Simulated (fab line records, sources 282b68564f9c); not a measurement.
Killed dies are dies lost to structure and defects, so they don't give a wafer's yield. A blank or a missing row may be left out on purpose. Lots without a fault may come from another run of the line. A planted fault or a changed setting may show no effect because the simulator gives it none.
Problem report in the 8D (eight disciplines) form, filled by code | flow rit_cmos | the parts of the form that need people (team, actions taken, sign-off) are left out

1. THE PROBLEM
CONTACT_TEOS_THK at RIT_CONTACT_THK_MEAS_01 reads a mean of 558 nm on 2 wafers of 2 lots; wafers without a fault read 400 nm with a standard deviation of 5.8. That is +27 standard deviations from the usual mean.
First seen on wafer L367.3, day 5 16:40, on film_metro-03. The record holds 42 wafers of 14 lots with a number at this step. Rule for "out", or "out of limits": more than 4 standard deviations from the usual mean. The other wafers with a number count as sound.

2. WHAT IT IS AND WHAT IT IS NOT
question                    | is                           | is not
which readings at this step | CONTACT_TEOS_THK             | -
which lots                  | L367, L371                   | L355, L356, L357, L358, L360, L361, L363, L372, L373, L375, L376, L378
which wafers of those lots  | L367.3, L371.3               | L367.2, L367.4, L371.2, L371.4
read on which gauges        | film_metro-01, film_metro-03 | film_metro-04
when                        | from day 5 16:40             | up to then (23 sound wafers); but 17 sound wafers of L371, L372, L373, L375, L376, L378 came after

3. SUSPECTS, AND WHAT RULES EACH OUT
Counting: a tool at a process step up to the reading stays a suspect if it ran every lot that is out. Sound lots after the first of them don't rule it out here, since some wafers of a struck lot are sound.
- the gauge at RIT_CONTACT_THK_MEAS_01: ruled out. The wafers that are out were read on 2 gauges (film_metro-01, film_metro-03).
- pecvd-03 at RIT_CONTACT_CVD_00 (deposits SiO2 from TEOS, target thk 400 nm, time 61 s): kept. It ran every lot that is out, first L367 (day 5 16:36); its last sound lot up to then is L361 (day 4 08:32).
- Within pecvd-03 at RIT_CONTACT_CVD_00: the wafers that are out ran in chamber 0; their sound lot-mates ran in chambers 1, 2.
Left after counting: pecvd-03 at RIT_CONTACT_CVD_00.

4. THE CAUSE (what the simulator had put in)
Process parameter drift: pecvd-03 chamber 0, from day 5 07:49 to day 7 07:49, at RIT_CONTACT_CVD_00. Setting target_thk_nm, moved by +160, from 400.
Counting left only this tool.

5. THE CHAIN OF EFFECTS, in route order
Each row: a reading whose mean over the struck wafers that have a number lies more than 3 standard deviations from the usual. Only readings for which the record gives a usual standard deviation are gone through. hours: the time from each lot's start at the first step in this table that gives one to its start at this step, as a median over the lots. sigmas: the change in usual standard deviations.
hours | step                    | reading          | usual  | on struck wafers | change | sigmas
0     | RIT_CONTACT_THK_MEAS_01 | CONTACT_TEOS_THK | 400 nm | 558              | +158   | +27

6. WHAT WOULD HAVE CAUGHT IT SOONER
In this record the first reading out of limits at a measuring or inspecting step was taken at day 5 16:40, 9 hours after the fault began at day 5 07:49.
Of the tool readings at RIT_CONTACT_CVD_00 for which the record gives a usual standard deviation, none was out on any struck wafer, so an alarm limit of 4 standard deviations on them would not have fired.
Of the lots that are out (2), L371 began RIT_CONTACT_CVD_00 on pecvd-03 after day 5 16:40. A hold on the tool at that time would have spared it.
